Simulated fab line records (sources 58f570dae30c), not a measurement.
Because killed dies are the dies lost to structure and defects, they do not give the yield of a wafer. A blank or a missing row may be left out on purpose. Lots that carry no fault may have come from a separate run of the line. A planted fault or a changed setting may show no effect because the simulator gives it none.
fab line records ; flow berkeleyCmos170
[record] lots = 7; wafers = 21; lastDay = 12
route steps=331 shown WELLDRIVE@59 ACTIVE@60
lots that met no fault: taken from a fault-free run of the same line
startH: hours from the record's first day to the start of the lot's first wafer shown ; waitH: hours from the lot's prior step to this one ; " same as the row above ; L1.1+2: a row that stands for several wafers ; - no value, or no start given ; * or withheld: withheld ; < > ~ a bound
route shown NAME@n: a module of which the file shows steps, and the number in the route of the first ; usual: mean/standard deviation taken from wafers without a fault ; same: alike in all rows ; chamber/n: place in a boat ; sites: per-site readings ; _std_site: standard deviation across them ; _edge_site: mean of outer sites minus mean of inner sites ; radiusMm: for every site, how far away it sits from the centre of the wafer ; mask NAME#n: copy n ; behind: the tool/chamber that last shaped the wafer ; hold: what put the lot on hold/how long, in hours/how the hold closed ; device: names the non-switching transistor (n, p or np) ; end of line: the same wafers' tests at the end of the route ; where a step has no rows: the recipe by itself ; killed: not the wafer's yield, but the dies lost to structure and defects at the first sort ; map: a wafer's dies, x killed, . not, _ none there
set.NAME: the setting that was run; set.NAME@STEP: the one run at that earlier step ; model.NAME: the simulator's own value behind a step, which no gauge read
lots at some steps of the route; a table a step, a row a wafer
[[steps]]
[step UCB170_WELLDRIVE_WET_ETCH_04]
[recipe] chemistry = BOE; dilution = 5:1; target = SiO2; tempC = 25; timeS = 120
[step UCB170_ACTIVE_CLEAN_00]
[recipe] chemistry = SPM; tempC = 120; timeS = 600
[step UCB170_ACTIVE_CLEAN_01]
[recipe] chemistry = dHF; dilution = 25:1; timeS = 60
[step UCB170_ACTIVE_OXIDATION_02]
[recipe] tempC = 1000; ambient = O2; targetThkA = 264; oxTimeS = 1260
[step UCB170_ACTIVE_THK_MEAS_03]
[recipe] reads = SiO2_of_ACTIVE_OXIDATION_02
[usual] ACTIVE_OXIDE_THK = 26.7/0.44
lot.wafer;tool;chamber;startH;waitH;ACTIVE_OXIDE_THK[nm]
L305.1;filmMetro-02;-;73.59;0.0;26.1
L305.3;filmMetro-02;-;73.59;0.0;26.5
L305.5;filmMetro-02;-;73.59;0.0;26.8
L311.1;filmMetro-01;-;105.42;0.0;25.7
L311.3;filmMetro-01;-;105.42;0.0;25.9
L311.5;filmMetro-01;-;105.42;0.0;25.8
L312.1;filmMetro-01;-;113.36;0.0;26.7
L312.4;filmMetro-01;-;113.36;0.0;26.2
L312.5;filmMetro-01;-;113.36;0.0;26.5
L315.1;filmMetro-02;-;116.75;0.0;26.9
L315.2;filmMetro-02;-;116.75;0.0;26.9
L315.6;filmMetro-02;-;116.75;0.0;27.5
L314.3;filmMetro-01;-;116.77;0.0;27.4
L314.4;filmMetro-01;-;116.77;0.0;27.1
L314.5;filmMetro-01;-;116.77;0.0;27.5
L322.1;filmMetro-03;-;161.23;0.0;26.6
L322.2;filmMetro-03;-;161.23;0.0;26.3
L322.6;filmMetro-03;-;161.23;0.0;26.4
L324.1;filmMetro-02;-;179.03;0.0;26.6
L324.5;filmMetro-02;-;179.03;0.0;26.7
L324.6;filmMetro-02;-;179.03;0.0;26.3
[step UCB170_ACTIVE_ANNEAL_04]
[recipe] tempC = 1000; timeS = 900; ambient = N2
[step UCB170_ACTIVE_CVD_05]
[recipe] material = Si3N4; targetThkNm = 220; tempC = 800; precursor = SiH2Cl2/NH3; timeS = 3300; pressureMtorr = 200; sih2cl2FlowSccm = 25; nh3FlowSccm = 75
[step UCB170_ACTIVE_THK_MEAS_06]
[recipe] reads = Si3N4_of_ACTIVE_CVD_05
[usual] ACTIVE_NITRIDE_THK = 221.3/1.8
lot.wafer;tool;chamber;startH;waitH;ACTIVE_NITRIDE_THK[nm]
L305.1;filmMetro-02;-;78.51;0.0;220.2
L305.3;filmMetro-02;-;78.51;0.0;219.3
L305.5;filmMetro-02;-;78.51;0.0;220.4
L311.1;filmMetro-01;-;112.59;0.0;220.1
L311.3;filmMetro-01;-;112.59;0.0;220.2
L311.5;filmMetro-01;-;112.59;0.0;219.7
L312.1;filmMetro-01;-;119.15;0.0;223.2
L312.4;filmMetro-01;-;119.15;0.0;220.8
L312.5;filmMetro-01;-;119.15;0.0;222.7
L315.1;filmMetro-02;-;121.67;0.0;218.8
L315.2;filmMetro-02;-;121.67;0.0;219.6
L315.6;filmMetro-02;-;121.67;0.0;219.7
L314.3;filmMetro-01;-;121.69;0.0;222.8
L314.4;filmMetro-01;-;121.69;0.0;223.7
L314.5;filmMetro-01;-;121.69;0.0;221.6
L322.1;filmMetro-01;-;168.23;0.0;220.1
L322.2;filmMetro-01;-;168.23;0.0;221.5
L322.6;filmMetro-01;-;168.23;0.0;221.3
L324.1;filmMetro-01;-;185.09;0.0;220.1
L324.5;filmMetro-01;-;185.09;0.0;221.6
L324.6;filmMetro-01;-;185.09;0.0;221.2
[step UCB170_ACTIVE_HMDS_07]
[recipe] primeTimeS = 60; primeTempC = 100
[step UCB170_ACTIVE_COAT_08]
[recipe] resist = KrF; spinRpm = 1500; resistThkNm = 900
[step UCB170_ACTIVE_SOFTBAKE_09]
[recipe] resist = KrF; tempC = 130; timeS = 60
[step UCB170_ACTIVE_EXPOSE_10]
[recipe] maskId = ACTIVE; targetCdNm = 1200; na = 0.5; sigmaOuter = 0.6; sourceShape = conventional; doseMj = 20
[step UCB170_ACTIVE_PEB_11]
[recipe] pebTempC = 129.5; pebTimeS = withheld; resist = KrF
[usual] chillPlateTempC = 22.99/0.11; exhaustPa = 45.1/0.87
lot.wafer;tool;chamber;startH;waitH;chillPlateTempC;exhaustPa
L305.1;lithoTrack-04;0;79.90;0.2;23.30;46.0
L305.3;lithoTrack-04;0;79.90;0.2;23.22;45.4
L305.5;lithoTrack-04;0;79.90;0.2;23.24;45.5
L311.1;lithoTrack-01;0;114.13;0.4;22.98;44.2
L311.3;lithoTrack-01;0;114.13;0.4;22.97;44.8
L311.5;lithoTrack-01;0;114.13;0.4;22.97;44.8
L312.1;lithoTrack-04;-;120.27;0.3;-;-
L312.4;lithoTrack-04;-;120.27;0.3;-;-
L312.5;lithoTrack-04;-;120.27;0.3;-;-
L315.1;lithoTrack-04;-;123.22;0.7;-;-
L315.2;lithoTrack-04;-;123.22;0.7;-;-
L315.6;lithoTrack-04;-;123.22;0.7;-;-
L314.3;lithoTrack-04;-;123.54;0.8;-;-
L314.4;lithoTrack-04;-;123.54;0.8;-;-
L314.5;lithoTrack-04;-;123.54;0.8;-;-
L322.1;lithoTrack-02;0;169.50;0.6;22.99;44.8
L322.2;lithoTrack-02;0;169.50;0.6;23.04;44.7
L322.6;lithoTrack-02;0;169.50;0.6;22.83;45.3
L324.1;lithoTrack-01;0;185.85;0.1;23.11;44.5
L324.5;lithoTrack-01;0;185.85;0.1;23.25;44.3
L324.6;lithoTrack-01;0;185.85;0.1;23.24;44.2
[step UCB170_ACTIVE_DEVELOP_12]
[recipe] developer = TMAH; developTimeS = 45; resist = KrF; devTempC = 21
[[key]]
[firstSign] step = UCB170_ACTIVE_PEB_11; reading = toolRecord; direction = missing
effect none on later readings
metAt UCB170_ACTIVE_PEB_11
struckWafers L312.1,L312.4,L312.5,L314.3,L314.4,L314.5,L315.1,L315.2,L315.6
laterRowsLeftOut L312.1,L312.4,L312.5,L314.3,L314.4,L314.5,L315.1,L315.2,L315.6
sortLeftOut L312.1,L312.4,L312.5,L314.3,L314.4,L314.5,L315.1,L315.2,L315.6
testerLeftOut L312,L314,L315
onsetBetween 79.90 120.27
[fault] kind = skippedStepWhole; tool = lithoTrack-04; chamber = -; onsetH = 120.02; steps = UCB170_ACTIVE_PEB_11; scope = struckLotsOnly
// testerLeftOut: of these lots the tester's yield and bins aren't shown, on N5 and GAA mostly nor the transistor test; their killed dies are dies lost to structure and defects alone, not to doping, threshold or leakage, so they don't give the yield
// sortLeftOut: the simulated sort isn't trusted on such a fault, so these wafers' sort isn't shown, and their yield isn't known
// laterRowsLeftOut: the simulator's readings of these wafers behind a module that went badly wrong aren't trusted and aren't shown, but for the sort
